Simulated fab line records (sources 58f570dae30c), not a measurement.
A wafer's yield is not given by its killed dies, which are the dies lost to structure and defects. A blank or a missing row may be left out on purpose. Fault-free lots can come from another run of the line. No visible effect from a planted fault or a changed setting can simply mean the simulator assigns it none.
A struck lot beside a sound one    flow berkeley_cmos170    15 steps out of a route of 331
Sound: these wafers, L362.1, L362.2, L362.5. The struck wafers were L370.1, L370.4, L370.5. Last of all comes the cause.
At each step with rows: each side's tool, then ch and its chambers, then its first start. Under that, the readings that differ: sound wafers    struck wafers    difference of the means    sigmas: that difference in standard deviations of wafers without a fault.
alike: readings with means less than 2 such deviations apart, plus words and numbers identical on both sides. not compared: withheld readings, readings lacking a value on some wafer, bounds such as >300 that could conceal the same value, and numbers that have no deviation in the record and whose values overlap.
The two part at a step that has a row with sigmas, a row that says differs or no value, or rows on one side only. When numbers do not overlap yet have no deviation, they are printed without sigmas and do not part them. Lack of a reading on every wafer of one side parts them only where that side has two or more wafers.

first, 2 steps without rows for these wafers: UCB170_GATE_ANNEAL_03 (time 1800 s); UCB170_GATE_CVD_04 (deposits poly-Si from SiH4, time 1440 s, target thk 214 nm).
UCB170_GATE_THK_MEAS_05:
  sound on film_metro-01, day 7 11:23; struck on film_metro-02, day 9 17:08
  alike: GATE_POLY_THK
then, 6 steps without rows for these wafers: UCB170_GATE_COAT_06; UCB170_GATE_COAT_07 (resist thk 900 nm); UCB170_GATE_SOFTBAKE_08 (time 60 s); UCB170_GATE_EXPOSE_09 (exposes mask POLY, target cd 350 nm); UCB170_GATE_PEB_10; UCB170_GATE_DEVELOP_11 (develop time 45 s).
UCB170_GATE_CD_MEAS_12: the cd target is 350 nm.
  sound on cd_sem-02, day 7 12:42; struck on cd_sem-01, day 9 18:29
  alike: cd_nm
UCB170_GATE_OVL_MEAS_13:
  sound on overlay-02, day 7 12:49; struck on overlay-01, day 9 18:36
  alike: GATE_OVL
UCB170_GATE_ETCH_14: etches BARC in N2/H2.
  sound on rie_diel-04 ch 1,2, day 7 12:51; struck on rie_diel-04 ch 0,1,3, day 9 18:38
  alike: drypump_motor_current_A, oes_product_au, throttle_valve_pct
UCB170_GATE_ETCH_15: etches poly-Si in HBr/Cl2, stops on SiO2, time 56.3 s, target depth 278.2 nm.
  sound on rie_si-02 ch 2,3, day 7 12:54; struck on rie_si-02 ch 0,1,3, day 9 18:41
reading                                      sound              struck                   difference  sigmas
oes_product_au (a.u.)                        0.837 0.861 0.863  0.801 0.800 0.806        -0.051      -4
over_etch_frac                               0.3 0.3 0.3        0.38276 0.38276 0.38276  +0.08276    
model.KrF_of_GATE_COAT_07.thk_nm (nm)        774.1 780.3 778.7  766.4 771.5 768.4        -8.9        
model.SiO2_of_GATE_OXIDATION_01.thk_nm (nm)  6.514 6.61 6.785   6.152 6.074 6.179        -0.501      
  alike: drypump_motor_current_A, throttle_valve_pct
  not compared: rf_hours_counter_h
UCB170_GATE_STRIP_16: strips in O2.
  sound on plasma_asher-03 ch 0,1, day 7 12:56; struck on plasma_asher-04 ch 1, day 9 18:44
reading                sound              struck             difference  sigmas
oes_product_au (a.u.)  0.732 0.725 0.729  0.719 0.714 0.726  -0.009      -2
  alike: drypump_motor_current_A
  not compared: rf_hours_counter_h
UCB170_M3_PROBE_99:
  rows exist in the record for the sound wafers here (prober-02, day 9 06:14), none for the struck ones

== WHERE THEY PART ==
At UCB170_GATE_ETCH_15 first; at UCB170_M3_PROBE_99 last (within this record only).

WHY: what had been put in by the simulator
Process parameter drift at UCB170_GATE_ETCH_15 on rie_si-02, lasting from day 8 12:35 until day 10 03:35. The setting over_etch_frac was moved by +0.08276, starting from 0.3.
